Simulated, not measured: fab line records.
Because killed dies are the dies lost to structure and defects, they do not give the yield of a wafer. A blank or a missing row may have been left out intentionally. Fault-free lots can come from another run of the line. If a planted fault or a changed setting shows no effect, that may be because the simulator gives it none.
Problem report, 8D (eight disciplines) form, completed by code | flow rit-cmos | the parts of the form that need people (team, actions taken, sign-off) are left out

== 1. WHAT IS WRONG ==
PSD_OVL at RIT_PSD_OVL_MEAS_06 reads a mean of -150.0 nm on 12 wafers of 4 lots; wafers without a fault read 0.5 nm with a standard deviation of 1.6. Measured from the usual mean, that is -94 standard deviations.
First seen on wafer L946.1, day 3 12:35, on overlay-02. At this step, 42 wafers from 14 lots have a number in the record. Rule for "out", or "out of limits": more than 4 standard deviations from the usual mean. Any other wafer with a number is counted as sound.

== 2. WHAT IT IS AND WHAT IT IS NOT ==
question                    | is                     | is not
which readings at this step | PSD_OVL                | -
which lots                  | L946, L947, L948, L949 | L944, L953, L956, L957, L958, L962, L963, L965, L966, L967
which wafers of those lots  | all that have a number | -
read on which gauges        | overlay-02             | overlay-01
when                        | from day 3 12:35       | up to then (3 sound wafers); but 27 sound wafers of L953, L956, L957, L958, L962, L963, L965, L966, L967 came after

== 3. SUSPECTS, AND WHAT RULES EACH OUT ==
Counting: a tool at any process step up to the reading remains a suspect when it ran all the lots that are out and ran no sound lot after the first of those.
- the gauge at RIT_PSD_OVL_MEAS_06: kept. All the wafers that are out were read on overlay-02, and no step on other tools shows them out.
- iline-stepper-02 at RIT_PSD_EXPOSE_03 (exposes mask M10, target cd 40900 nm): kept. Every lot that is out went through it, starting with L946 (day 3 12:10), and after that it ran no sound lot; the last sound lot it ran before then is L944 (day 3 05:17).
The count leaves overlay-02 at RIT_PSD_OVL_MEAS_06 and iline-stepper-02 at RIT_PSD_EXPOSE_03.

== 4. THE CAUSE (what the simulator had put in) ==
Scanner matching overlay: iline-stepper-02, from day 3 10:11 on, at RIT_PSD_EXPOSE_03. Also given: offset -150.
Counting leaves 2 suspects; this tool is one of them.

== 5. SEQUENCE OF EFFECTS, ordered by route ==
Rows list readings where the struck wafers' mean (over those with a number) sits beyond 3 standard deviations from the usual. Scope: only readings with a usual standard deviation given in the record; hours: median across lots of the time from each lot's start at the first step in this table that gives one to its start at this step; sigmas: change in usual standard deviations.
hours | step                | reading | usual  | on struck wafers | change | sigmas
0     | RIT_PSD_OVL_MEAS_06 | PSD_OVL | 0.5 nm | -150.0           | -150.5 | -94

== 6. WHAT WOULD HAVE CAUGHT IT SOONER ==
Counted from the fault's start at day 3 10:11, it took 2 hours until the first out-of-limits reading at a measuring or inspecting step in this record, taken at day 3 12:35.
Of the tool readings at RIT_PSD_EXPOSE_03 for which the record gives a usual standard deviation, none was out on any struck wafer, so an alarm limit of 4 standard deviations on them would not have fired.
L947, L948, L949, from the lots that are out (4), started RIT_PSD_EXPOSE_03 on iline-stepper-02 later than day 3 12:35. A hold on the tool at that time would have spared those 3.
